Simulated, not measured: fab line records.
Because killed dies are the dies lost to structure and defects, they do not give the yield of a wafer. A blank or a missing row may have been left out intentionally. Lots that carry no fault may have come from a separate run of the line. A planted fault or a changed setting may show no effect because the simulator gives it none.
Problem report, 8D (eight disciplines) form, completed by code + flow rit cmos + the parts of the form that need people (team, actions taken, sign-off) are left out

## 1. WHAT WENT WRONG
Mean of oes product au at RIT_SPACER_ETCHBACK_05: 0.903 a.u. over 2 wafers from 1 lot, against 0.849 a.u. (standard deviation 0.012) on wafers with no fault. That puts it +4.5 standard deviations away from the usual mean.
The step: etches Si3N4 in SF6/CHF3, stops on SiO2, target depth 250 nm, time 240 s.
The first sign was on wafer L779.3 at day 6 01:14, on rie diel-02. Wafers with a number at this step in the record: 39, from 13 lots. By rule, "out" or "out of limits" means more than 4 standard deviations away from the usual mean. The other wafers with a number count as sound.

## 2. WHAT THIS IS AND IS NOT
| question                    | is               | is not                                                                    |
|-----------------------------|------------------|---------------------------------------------------------------------------|
| which readings at this step | oes product au   | CHF3_flow_sccm, drypump motor current A, throttle valve pct               |
| which lots                  | L779             | L764, L767, L768, L769, L770, L771, L773, L774, L775, L777, L786, L787    |
| which wafers of those lots  | L779.3, L779.5   | L779.2                                                                    |
| read on which tools         | rie diel-02      | rie diel-01, rie diel-04                                                  |
| when                        | from day 6 01:14 | up to then (31 sound wafers); but 6 sound wafers of L786, L787 came after |

## 3. SUSPECTS, AND WHAT RULES EACH OUT
Counting: a tool at a process step up to the reading stays a suspect if it ran every lot that is out. Sound lots after the first of them don't rule it out here, since some wafers of a struck lot are sound.
- rie diel-02 at RIT_SPACER_ETCHBACK_05 (etches Si3N4 in SF6/CHF3, stops on SiO2, target depth 250 nm, time 240 s): kept. L779, the lot that is out, went through it at day 6 01:14; up to then, the latest sound lot through it was L775 at day 5 06:01. On those wafers its own readings are out: oes product au.
- Within rie diel-02 at RIT_SPACER_ETCHBACK_05: the wafers that are out ran in chamber 2; their sound lot-mates ran in chamber 0.
After counting, what remains is rie diel-02 at RIT_SPACER_ETCHBACK_05.

## 4. THE CAUSE (what the simulator had put in)
rie diel-02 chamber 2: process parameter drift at RIT_SPACER_ETCHBACK_05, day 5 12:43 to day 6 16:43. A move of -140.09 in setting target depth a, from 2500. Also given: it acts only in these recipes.
After counting, this tool was the only one left.

## 5. THE CHAIN OF EFFECTS, in route order
Rows list readings where the struck wafers' mean (over those with a number) sits beyond 3 standard deviations from the usual. Scope: only readings with a usual standard deviation given in the record; hours: median across lots of the time from each lot's start at the first step in this table that gives one to its start at this step; sigmas: change in usual standard deviations.
| hours | step                   | reading        | usual      | on struck wafers | change | sigmas |
|-------|------------------------|----------------|------------|------------------|--------|--------|
| 0     | RIT_SPACER_ETCHBACK_05 | oes product au | 0.849 a.u. | 0.903            | +0.054 | +4.5   |
The process steps in it:
- RIT_SPACER_ETCHBACK_05: etches Si3N4 in SF6/CHF3, stops on SiO2, target depth 250 nm, time 240 s.

## 6. WHAT WOULD HAVE CAUGHT IT SOONER
In this record no reading fell out of limits until day 6 01:14, 13 hours after the fault had begun at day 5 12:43.
